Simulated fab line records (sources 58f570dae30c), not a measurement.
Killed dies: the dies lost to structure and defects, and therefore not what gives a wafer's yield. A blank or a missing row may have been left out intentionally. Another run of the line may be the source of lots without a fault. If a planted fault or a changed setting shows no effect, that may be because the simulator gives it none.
Which tool was responsible? ; flow berkeley_cmos170 ; 15 lots with 45 wafers sampled at 5 steps, on a route of 331 steps

## WHAT THE GAUGES SHOWED, per wafer
UCB170_PWELL_THK_MEAS_03. Usual: PWELL_OXIDE_THK typically reads 26.4 nm, with standard deviation 0.43.
lot;measured;on;PWELL_OXIDE_THK (nm);flag
L889;day 2 13:35;film_metro-04;26.2 26.0 25.8;
L890;day 2 13:35;film_metro-03;26.6 26.3 26.6;
L891;day 3 00:04;film_metro-03;26.0 25.6 25.8;
L892;day 3 08:22;film_metro-03;26.5 26.7 27.0;
L893;day 3 16:50;film_metro-01;26.3 26.5 26.0;
L894;day 3 16:51;film_metro-03;26.1 25.7 25.7;
L895;day 4 00:01;film_metro-04;26.2 26.2 25.9;
L898;day 4 15:05;film_metro-01;27.3 27.1 27.1;
L900;day 4 23:29;film_metro-03;26.9 26.3 26.4;
L901;day 5 06:26;film_metro-01;26.8 27.1 27.1;
L906;day 6 12:45;film_metro-01;26.3 26.2 26.6;
L907;day 6 12:46;film_metro-04;26.4 26.3 26.6;
L910;day 7 04:35;film_metro-04;26.9 26.6 26.8;
L911;day 7 04:35;film_metro-03;26.5 27.0 26.9;
L912;day 7 16:30;film_metro-03;25.9 25.9 25.7;

UCB170_PFIELD_TW_MEAS_09. Usual: PFIELD_TW typically reads 600, with standard deviation 4.2.
lot;measured;on;PFIELD_TW;flag
L889;day 4 05:02;film_metro-02;594 594 593;
L890;day 4 04:53;film_metro-04;604 607 606;
L891;day 4 15:02;film_metro-01;600 600 600;
L892;day 4 20:39;film_metro-02;597 593 594;
L893;day 5 07:40;film_metro-04;600 600 599;
L894;day 5 07:50;film_metro-04;602 602 601;
L895;day 5 14:38;film_metro-04;602 601 602;
L898;day 6 10:08;film_metro-01;599 603 599;
L900;day 6 15:34;film_metro-01;599 599 597;
L901;day 6 21:02;film_metro-01;597 598 598;
L906;day 8 07:46;film_metro-01;600 602 602;
L907;day 8 07:59;film_metro-04;604 605 608;
L910;day 9 00:50;film_metro-04;605 602 601;
L911;day 9 01:07;film_metro-01;600 601 598;
L912;day 9 15:16;film_metro-01;601 601 603;

## WHICH TOOL RAN EACH LOT (tool, then ch and the chambers of the sampled wafers, then the start)
lot;UCB170_ZERO_STRIP_07;UCB170_ACTIVE_COAT_08;UCB170_ACTIVE_STRIP_16
L889;plasma_asher-02 ch 0,1, day 1 17:40;litho_track-04 ch 0, day 4 00:14;plasma_asher-01 ch 0,1, day 4 02:18
L890;plasma_asher-03 ch 0,1, day 1 20:02;litho_track-03 ch 0, day 3 23:58;plasma_asher-01 ch 0,1, day 4 01:50
L891;plasma_asher-02 ch 0,1, day 2 01:37;litho_track-04 ch 0, day 4 11:07;plasma_asher-04 ch 0,1, day 4 13:01
L892;plasma_asher-04 ch 0,1, day 2 08:35;litho_track-04 ch 0, day 4 17:44;plasma_asher-04 ch 0,1, day 4 18:47
L893;plasma_asher-03 ch 0, day 2 18:04;litho_track-04 ch 0, day 5 03:37;plasma_asher-01 ch 0,1, day 5 05:05
L894;plasma_asher-04 ch 0,1, day 2 18:17;litho_track-03 ch 0, day 5 04:02;plasma_asher-04 ch 0,1, day 5 05:13
L895;plasma_asher-03 ch 0,1, day 3 00:34;litho_track-04 ch 0, day 5 11:54;plasma_asher-01 ch 0,1, day 5 12:59
L898;plasma_asher-03 ch 0,1, day 3 16:03;litho_track-04 ch 0, day 6 07:26;plasma_asher-03 ch 0,1, day 6 08:22
L900;plasma_asher-04 ch 0,1, day 4 01:17;litho_track-04 ch 0, day 6 12:14;plasma_asher-01 ch 0,1, day 6 13:23
L901;plasma_asher-02 ch 0,1, day 4 09:18;litho_track-04 ch 0, day 6 18:19;plasma_asher-03 ch 0,1, day 6 19:22
L906;plasma_asher-03 ch 0,1, day 5 09:17;litho_track-03 ch 0, day 8 00:59;plasma_asher-03 ch 0,1, day 8 02:04
L907;plasma_asher-03 ch 0,1, day 5 12:53;litho_track-02 ch 0, day 8 01:18;plasma_asher-03 ch 0,1, day 8 02:49
L910;plasma_asher-03 ch 0,1, day 6 06:49;litho_track-02 ch 0, day 8 16:43;plasma_asher-01 ch 0,1, day 8 17:46
L911;plasma_asher-04 ch 0,1, day 6 10:07;litho_track-03 ch 0, day 8 16:55;plasma_asher-03 ch 0,1, day 8 18:00
L912;plasma_asher-03 ch 0,1, day 6 16:16;litho_track-03 ch 0, day 9 09:31;plasma_asher-04 ch 0,1, day 9 10:41
- UCB170_ZERO_STRIP_07: strips in O2.
- UCB170_ACTIVE_COAT_08: resist thk 900 nm.
- UCB170_ACTIVE_STRIP_16: strips in O2.

## AS READ BY THE TOOLS THEMSELVES (means over the sampled wafers that have a number; for cases with no such wafer, the mark the record gives instead)
UCB170_ZERO_STRIP_07. Usual: drypump_motor_current_A 6.0 A, standard deviation 0.56; oes_product_au 0.727 a.u., standard deviation 0.0046; strip_time_to_endpoint_s 21.52 s, standard deviation 0.083.
lot;tool;drypump_motor_current_A (A);oes_product_au (a.u.);strip_time_to_endpoint_s (s);flag
L889;plasma_asher-02;6.1;0.728;21.48;
L890;plasma_asher-03;5.5;0.721;21.49;
L891;plasma_asher-02;6.2;0.724;21.44;
L892;plasma_asher-04;6.5;0.728;21.44;
L893;plasma_asher-03;5.1;0.726;21.65;
L894;plasma_asher-04;6.6;0.725;21.48;
L895;plasma_asher-03;5.5;0.733;21.66;
L898;plasma_asher-03;5.3;0.725;21.50;
L900;plasma_asher-04;6.6;0.728;21.48;
L901;plasma_asher-02;5.9;0.720;21.51;
L906;plasma_asher-03;5.3;0.732;21.61;
L907;plasma_asher-03;5.3;0.727;21.52;
L910;plasma_asher-03;5.5;0.726;21.54;
L911;plasma_asher-04;6.5;0.725;21.46;
L912;plasma_asher-03;5.3;0.725;21.58;

UCB170_ACTIVE_COAT_08. Usual: exhaust_pa 45.2 Pa, standard deviation 1.1.
lot;tool;exhaust_pa (Pa);flag
L889;litho_track-04;44.4;
L890;litho_track-03;45.6;
L891;litho_track-04;44.0;
L892;litho_track-04;44.3;
L893;litho_track-04;45.5;
L894;litho_track-03;45.9;
L895;litho_track-04;45.5;
L898;litho_track-04;45.0;
L900;litho_track-04;46.2;
L901;litho_track-04;44.7;
L906;litho_track-03;45.5;
L907;litho_track-02;45.9;
L910;litho_track-02;45.9;
L911;litho_track-03;45.2;
L912;litho_track-03;44.8;

UCB170_ACTIVE_STRIP_16. Usual: drypump_motor_current_A 5.6 A, standard deviation 0.67; oes_product_au 0.721 a.u., standard deviation 0.0045; strip_time_to_endpoint_s 18.09 s, standard deviation 0.089.
lot;tool;drypump_motor_current_A (A);oes_product_au (a.u.);strip_time_to_endpoint_s (s);flag
L889;plasma_asher-01;5.5;0.718;18.13;
L890;plasma_asher-01;5.5;0.716;18.11;
L891;plasma_asher-04;6.5;0.719;18.08;
L892;plasma_asher-04;6.6;0.725;18.23;
L893;plasma_asher-01;5.1;0.721;18.16;
L894;plasma_asher-04;6.6;0.725;18.12;
L895;plasma_asher-01;5.5;0.725;18.19;
L898;plasma_asher-03;5.3;0.722;18.79;OFF
L900;plasma_asher-01;5.5;0.721;18.89;OFF
L901;plasma_asher-03;5.3;0.723;18.93;OFF
L906;plasma_asher-03;5.3;0.723;18.13;
L907;plasma_asher-03;5.3;0.721;17.92;
L910;plasma_asher-01;5.5;0.726;18.06;
L911;plasma_asher-03;5.5;0.722;18.04;
L912;plasma_asher-04;6.5;0.719;18.11;

## THE ANSWER, worked out from the rows above alone
Rule: a lot is off if the mean of its wafers that have a number lies more than 3 standard deviations from the usual mean. Also off: a lot with no number at a reading for which 4 or more lots have one. The other lots that the step has rows for count as sound. First the gauges in route order, then the tools' own readings, where a lot's mean is used as printed above. At the first step where some lot is off, the reading lying furthest off is the one used; lots without a number count as furthest.
Off: L898, L900, L901, at UCB170_ACTIVE_STRIP_16 (strip_time_to_endpoint_s).
A tool fits if, at that step or a process step before it, it ran every lot that is off, and no sound lot after the first of them. One candidate fits, namely litho_track-04 at UCB170_ACTIVE_COAT_08. Its last sound lot is L895 (day 5 11:54), its first lot that is off L898 (day 6 07:26): a fault that began between those two fits.

## WHAT THE SIMULATOR HAD PUT IN
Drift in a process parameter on litho_track-04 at UCB170_ACTIVE_COAT_08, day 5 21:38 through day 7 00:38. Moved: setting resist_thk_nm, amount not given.
Lots struck among those shown: L898, L900, L901. The rule given above showed the same thing.
